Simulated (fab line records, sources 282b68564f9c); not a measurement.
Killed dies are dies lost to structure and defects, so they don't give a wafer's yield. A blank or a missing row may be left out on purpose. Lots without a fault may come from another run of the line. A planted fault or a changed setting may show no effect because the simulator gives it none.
Which tool did it? | flow rit_cmos | 13 lots, 39 wafers sampled, at 5 steps of a route of 202

WHAT THE GAUGES READ, wafer by wafer
The record holds no reading of a measuring or inspecting step that can be judged against a usual standard deviation.

WHICH TOOL RAN EACH LOT (tool, then ch and the chambers of the sampled wafers, then the start)
lot  | RIT_PRETRO_STRIP_09                 | RIT_REOX_OXIDATION_03        | RIT_PSD_STRIP_09                    | RIT_M1_STRIP_14                     | RIT_M1_PROBE_99
L653 | plasma_asher-03 ch 0,1, day 2 20:25 | furnace-04 ch 0, day 3 06:17 | plasma_asher-02 ch 0,1, day 3 17:16 | plasma_asher-02 ch 0,1, day 3 23:25 | -
L655 | plasma_asher-02 ch 0,1, day 3 09:31 | furnace-04 ch 0, day 3 16:48 | plasma_asher-02 ch 0,1, day 4 04:03 | plasma_asher-02 ch 0,1, day 4 10:02 | prober-01, day 4 11:59
L656 | plasma_asher-02 ch 0,1, day 3 15:19 | furnace-01 ch 0, day 3 22:20 | plasma_asher-04 ch 0,1, day 4 09:15 | plasma_asher-03 ch 0,1, day 4 15:28 | -
L657 | plasma_asher-01 ch 0,1, day 3 19:00 | furnace-04 ch 0, day 4 01:46 | plasma_asher-02 ch 1, day 4 12:40   | plasma_asher-02 ch 0,1, day 4 18:47 | prober-01, day 4 20:44
L659 | plasma_asher-01 ch 0, day 4 03:56   | furnace-01 ch 0, day 4 14:56 | plasma_asher-02 ch 0,1, day 5 01:57 | plasma_asher-03 ch 0,1, day 5 08:35 | -
L664 | plasma_asher-01 ch 0,1, day 5 02:16 | furnace-01 ch 0, day 5 09:12 | plasma_asher-04 ch 1, day 5 20:29   | plasma_asher-04 ch 0,1, day 6 02:49 | -
L668 | plasma_asher-02 ch 0, day 5 22:03   | furnace-01 ch 0, day 6 08:06 | plasma_asher-01 ch 0, day 6 18:55   | plasma_asher-04 ch 0,1, day 7 01:10 | -
L669 | plasma_asher-03 ch 0,1, day 6 04:19 | furnace-01 ch 0, day 6 12:35 | plasma_asher-01 ch 0,1, day 6 23:31 | plasma_asher-04 ch 0,1, day 7 05:48 | -
L670 | plasma_asher-02 ch 0,1, day 6 09:33 | furnace-01 ch 0, day 6 18:17 | plasma_asher-02 ch 0,1, day 7 05:19 | plasma_asher-02 ch 0,1, day 7 11:33 | -
L671 | plasma_asher-02 ch 0,1, day 6 12:29 | furnace-01 ch 0, day 6 20:50 | plasma_asher-04 ch 0,1, day 7 07:47 | plasma_asher-03 ch 0,1, day 7 14:08 | -
L672 | plasma_asher-03 ch 0,1, day 6 19:10 | furnace-03 ch 0, day 7 03:59 | plasma_asher-04 ch 0,1, day 7 14:56 | plasma_asher-02 ch 0,1, day 7 21:07 | -
L673 | plasma_asher-02 ch 0,1, day 7 00:08 | furnace-03 ch 0, day 7 08:29 | plasma_asher-01 ch 0,1, day 7 19:26 | plasma_asher-03 ch 0,1, day 8 01:53 | -
L674 | plasma_asher-03 ch 0,1, day 7 05:10 | furnace-04 ch 0, day 7 11:25 | plasma_asher-04 ch 0,1, day 7 22:16 | plasma_asher-02 ch 0,1, day 8 04:26 | -
- RIT_PRETRO_STRIP_09: strips in O2, time 180 s.
- RIT_REOX_OXIDATION_03: target thk 25.2 nm, ox time 5580 s.
- RIT_PSD_STRIP_09: strips in O2, time 180 s.
- RIT_M1_STRIP_14: strips in O2, time 180 s.
- RIT_M1_PROBE_99

WHAT THE TOOLS THEMSELVES READ (means of the sampled wafers that have a number; where no wafer has one, the mark that the record gives instead)
RIT_PRETRO_STRIP_09. Usual: drypump_motor_current_A 5.5 A, standard deviation 0.44.
lot  | tool            | drypump_motor_current_A (A) | flag
L653 | plasma_asher-03 | 5.3                         |
L655 | plasma_asher-02 | 5.9                         |
L656 | plasma_asher-02 | 5.9                         |
L657 | plasma_asher-01 | 5.1                         |
L659 | plasma_asher-01 | 4.7                         |
L664 | plasma_asher-01 | 5.2                         |
L668 | plasma_asher-02 | 5.7                         |
L669 | plasma_asher-03 | 5.2                         |
L670 | plasma_asher-02 | 5.8                         |
L671 | plasma_asher-02 | 5.9                         |
L672 | plasma_asher-03 | 5.3                         |
L673 | plasma_asher-02 | 5.8                         |
L674 | plasma_asher-03 | 5.3                         |

RIT_REOX_OXIDATION_03. Usual: spike_tc_load_C 923 C, standard deviation 3.1; zone_power_source_pct 25.2 %, standard deviation 0.93.
lot  | tool       | spike_tc_load_C (C) | zone_power_source_pct (%) | flag
L653 | furnace-04 | 924                 | 24.3                      |
L655 | furnace-04 | 926                 | 24.3                      |
L656 | furnace-01 | 920                 | 26.3                      |
L657 | furnace-04 | 925                 | 24.1                      |
L659 | furnace-01 | 920                 | 25.9                      |
L664 | furnace-01 | 919                 | 26.1                      |
L668 | furnace-01 | 919                 | 26.0                      |
L669 | furnace-01 | 920                 | 26.2                      |
L670 | furnace-01 | 919                 | 26.4                      |
L671 | furnace-01 | 919                 | 26.0                      |
L672 | furnace-03 | 926                 | 25.6                      |
L673 | furnace-03 | 927                 | 25.6                      |
L674 | furnace-04 | 925                 | 24.4                      |

RIT_PSD_STRIP_09. Usual: drypump_motor_current_A 5.7 A, standard deviation 0.43.
lot  | tool            | drypump_motor_current_A (A) | flag
L653 | plasma_asher-02 | 5.8                         |
L655 | plasma_asher-02 | 5.9                         |
L656 | plasma_asher-04 | 5.9                         |
L657 | plasma_asher-02 | 6.0                         |
L659 | plasma_asher-02 | 5.9                         |
L664 | plasma_asher-04 | 5.8                         |
L668 | plasma_asher-01 | 4.8                         |
L669 | plasma_asher-01 | 5.5                         |
L670 | plasma_asher-02 | 5.8                         |
L671 | plasma_asher-04 | 5.9                         |
L672 | plasma_asher-04 | 5.8                         |
L673 | plasma_asher-01 | 5.1                         |
L674 | plasma_asher-04 | 5.8                         |

RIT_M1_STRIP_14. Usual: drypump_motor_current_A 5.69 A, standard deviation 0.28.
lot  | tool            | drypump_motor_current_A (A) | flag
L653 | plasma_asher-02 | 5.86                        |
L655 | plasma_asher-02 | 5.91                        |
L656 | plasma_asher-03 | 5.25                        |
L657 | plasma_asher-02 | 5.89                        |
L659 | plasma_asher-03 | 5.22                        |
L664 | plasma_asher-04 | 5.85                        |
L668 | plasma_asher-04 | 5.84                        |
L669 | plasma_asher-04 | 5.85                        |
L670 | plasma_asher-02 | 5.88                        |
L671 | plasma_asher-03 | 5.24                        |
L672 | plasma_asher-02 | 5.92                        |
L673 | plasma_asher-03 | 5.26                        |
L674 | plasma_asher-02 | 5.89                        |

RIT_M1_PROBE_99. Usual: killed_at_contacts 0.1, standard deviation 0.3; killed_at_front_end 6.7, standard deviation 2.6; killed_dies 6.8, standard deviation 2.6; killed_on_rim 1.9, standard deviation 1.3; killed_open 3.3, standard deviation 1.7; killed_short 3.4, standard deviation 2.
lot  | tool      | killed_at_contacts | killed_at_front_end | killed_dies | killed_on_rim | killed_open | killed_short | flag
L655 | prober-01 | 0.0                | 52.0                | 52.0        | 12.3          | 2.7         | 4.0          | OFF
L657 | prober-01 | 0.0                | 52.7                | 52.7        | 16.7          | 3.7         | 2.0          | OFF

THE ANSWER, worked out from the rows above alone
Rule: a lot is off if the mean of its wafers that have a number lies more than 3 standard deviations from the usual mean. A lot without any number at a reading at which 4 lots or more have one is off too. The other lots that the step has rows for count as sound. The gauges are gone through in route order, then the tools' own readings, and for those a lot's mean is taken as printed above. The first step at which some lot is off is used, and at that step the reading that is off furthest; a lot without a number counts as furthest.
Off: L655, L657, at RIT_M1_PROBE_99 (killed_at_front_end). Neither off nor sound, because the step has no rows for them: L653, L656, L659, L664, L668, L669, L670, L671, L672, L673, L674.
A tool fits if, at that step or a process step before it, it ran every lot that is off, and no sound lot after the first of them. Can't be told from this: 3 tools fit, furnace-04 at RIT_REOX_OXIDATION_03, plasma_asher-02 at RIT_PSD_STRIP_09 and RIT_M1_STRIP_14, prober-01 at RIT_M1_PROBE_99.

WHAT THE SIMULATOR HAD PUT IN
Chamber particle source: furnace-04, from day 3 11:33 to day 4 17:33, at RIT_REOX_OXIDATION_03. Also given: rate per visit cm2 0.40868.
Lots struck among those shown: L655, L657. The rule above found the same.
